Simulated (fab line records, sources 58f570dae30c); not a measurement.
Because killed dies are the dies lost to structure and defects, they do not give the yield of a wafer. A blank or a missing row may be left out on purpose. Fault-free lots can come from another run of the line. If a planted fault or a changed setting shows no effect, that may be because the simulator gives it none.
Which of the tools did it?    flow berkeley_cmos170    13 lots, 39 wafers sampled, at 2 steps of a route of 331

WHAT EACH GAUGE READ, for each wafer
UCB170_SPACER_THK_MEAS_01. Usual: SPACER_TEOS_THK gives 378 nm (standard deviation 5.5).
lot   measured      on             SPACER_TEOS_THK (nm)  flag
L887  day 7 02:23   film_metro-04  381 380 380           
L890  day 7 18:11   film_metro-04  385 381 379           
L891  day 7 18:30   film_metro-02  375 374 380           
L889  day 7 19:02   film_metro-04  375 379 385           
L886  day 7 19:38   film_metro-02  369 377 378           
L888  day 7 19:37   film_metro-04  377 383 377           
L895  day 8 22:36   film_metro-02  371 379 375           
L894  day 8 22:58   film_metro-04  370 381 385           
L900  day 10 07:42  film_metro-04  387 397 394           
L903  day 11 06:19  film_metro-02  373 368 373           
L907  day 11 13:28  film_metro-04  378 377 381           
L909  day 12 04:20  film_metro-01  372 370 380           
L908  day 12 05:29  film_metro-01  378 377 375           

WHICH TOOL RAN EACH LOT (tool, then ch and the chambers of the sampled wafers, then the start)
lot   UCB170_SPACER_CVD_00
L887  pecvd-03 ch 0,1,2, day 7 02:20
L890  pecvd-02 ch 0,1,2, day 7 18:09
L891  pecvd-03 ch 0,2, day 7 18:26
L889  pecvd-04 ch 1,2, day 7 18:59
L886  pecvd-03 ch 0,1, day 7 19:35
L888  pecvd-02 ch 0,2, day 7 19:35
L895  pecvd-03 ch 1,2, day 8 22:34
L894  pecvd-04 ch 0,1,2, day 8 22:55
L900  pecvd-04 ch 0,2, day 10 07:38
L903  pecvd-03 ch 0,1,2, day 11 06:17
L907  pecvd-03 ch 1,2, day 11 13:25
L909  pecvd-03 ch 0,2, day 12 04:17
L908  pecvd-02 ch 0,1,2, day 12 05:25
- UCB170_SPACER_CVD_00: deposits SiO2 from TEOS/O2, target thk 376 nm, time 47 s.

WHAT THE TOOLS THEMSELVES READ (means of the sampled wafers that have a number; where no wafer has one, the mark that the record gives instead)
UCB170_SPACER_CVD_00. Usual: heater_power_w 282 W, standard deviation 70; susceptor_temp_C 390.01 C, standard deviation 0.23.
lot   tool      heater_power_w (W)  susceptor_temp_C (C)  flag
L887  pecvd-03  326                 390.17                
L890  pecvd-02  244                 389.89                
L891  pecvd-03  226                 390.15                
L889  pecvd-04  236                 389.78                
L886  pecvd-03  348                 389.88                
L888  pecvd-02  256                 389.84                
L895  pecvd-03  378                 390.04                
L894  pecvd-04  253                 390.03                
L900  pecvd-04  298                 389.97                
L903  pecvd-03  292                 390.10                
L907  pecvd-03  338                 389.93                
L909  pecvd-03  256                 389.77                
L908  pecvd-02  273                 389.96                

THE ANSWER, worked out from the rows above alone
Rule: a lot counts as off when the mean over its wafers that have a number is more than 3 standard deviations away from the usual mean. A lot without any number at a reading at which 4 lots or more have one is off too. The other lots that the step has rows for count as sound. After the gauges, taken in route order, come the tools' own readings; for these a lot's mean is taken, as printed above. The first step at which some lot is off is used, and at that step the reading that is off furthest; a lot without a number counts as furthest.
Across all readings shown, no lot is off: no conclusion can be drawn from this.

WHAT THE SIMULATOR HAD INSERTED
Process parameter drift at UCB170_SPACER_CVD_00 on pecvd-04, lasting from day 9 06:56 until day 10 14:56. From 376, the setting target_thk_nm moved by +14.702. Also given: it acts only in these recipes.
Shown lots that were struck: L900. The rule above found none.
